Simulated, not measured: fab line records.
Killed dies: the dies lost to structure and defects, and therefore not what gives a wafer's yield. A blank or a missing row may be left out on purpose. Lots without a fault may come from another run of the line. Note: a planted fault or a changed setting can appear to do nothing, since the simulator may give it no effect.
Which tool was responsible? :: flow berkeley_cmos170 :: 7 lots, 21 wafers sampled, at 3 steps of a route of 331

WHAT THE GAUGES SHOWED, per wafer
UCB170_PSD_TW_MEAS_10.
lot: L712
measured: day 8 12:52
on: film_metro-02
PSD_TW: 2304 2298 2302

lot: L719
measured: day 9 09:13
on: film_metro-02
PSD_TW: 2290 2292 2297

lot: L715
measured: day 9 09:01
on: film_metro-02
PSD_TW: 2320 2306 2307

lot: L718
measured: day 9 09:19
on: film_metro-03
PSD_TW: 2325 2333 2331

lot: L726
measured: day 10 16:54
on: film_metro-01
PSD_TW: 2343 2346 2342

lot: L730
measured: day 11 12:09
on: film_metro-02
PSD_TW: 2305 2304 2295

lot: L732
measured: day 12 01:26
on: film_metro-02
PSD_TW: 2316 2307 2321

TOOL THAT RAN EACH LOT (tool first, then ch and the chambers of the sampled wafers, then the start)
lot: L712
UCB170_PSD_IMPLANT_08: implanter-02 ch 0, day 8 12:39
UCB170_PSD_STRIP_09: plasma_asher-04 ch 0,1, day 8 12:47

lot: L719
UCB170_PSD_IMPLANT_08: implanter-03 ch 0, day 9 09:00
UCB170_PSD_STRIP_09: plasma_asher-02 ch 0,1, day 9 09:08

lot: L715
UCB170_PSD_IMPLANT_08: implanter-01 ch 0, day 9 08:47
UCB170_PSD_STRIP_09: plasma_asher-03 ch 0,1, day 9 08:55

lot: L718
UCB170_PSD_IMPLANT_08: implanter-01 ch 0, day 9 09:05
UCB170_PSD_STRIP_09: plasma_asher-03 ch 0,1, day 9 09:13

lot: L726
UCB170_PSD_IMPLANT_08: implanter-02 ch 0, day 10 16:41
UCB170_PSD_STRIP_09: plasma_asher-04 ch 0,1, day 10 16:49

lot: L730
UCB170_PSD_IMPLANT_08: implanter-03 ch 0, day 11 11:54
UCB170_PSD_STRIP_09: plasma_asher-02 ch 0,1, day 11 12:03

lot: L732
UCB170_PSD_IMPLANT_08: implanter-02 ch 0, day 12 01:11
UCB170_PSD_STRIP_09: plasma_asher-04 ch 0,1, day 12 01:19
- UCB170_PSD_IMPLANT_08
- UCB170_PSD_STRIP_09: strips in O2.

THE ANSWER, worked out from the rows above alone
Rule: the usual values come from the lots themselves. Put in order of their means at a reading, lots are off if they are a third of the lots or fewer, leave a main group of 4 or more, and stand apart from it by a gap of 3 or more times the standard deviation of the main group's means; of several such gaps the widest counts. A main group whose means are all the same, to the digits that the tables above print for the reading, isn't used. Also off: a lot with no number at a reading for which 4 or more lots have one. Where the step has rows for the other lots, those lots are counted as sound.
None of the lots is off at any reading shown; this tells nothing.

WHAT THE SIMULATOR PUT IN
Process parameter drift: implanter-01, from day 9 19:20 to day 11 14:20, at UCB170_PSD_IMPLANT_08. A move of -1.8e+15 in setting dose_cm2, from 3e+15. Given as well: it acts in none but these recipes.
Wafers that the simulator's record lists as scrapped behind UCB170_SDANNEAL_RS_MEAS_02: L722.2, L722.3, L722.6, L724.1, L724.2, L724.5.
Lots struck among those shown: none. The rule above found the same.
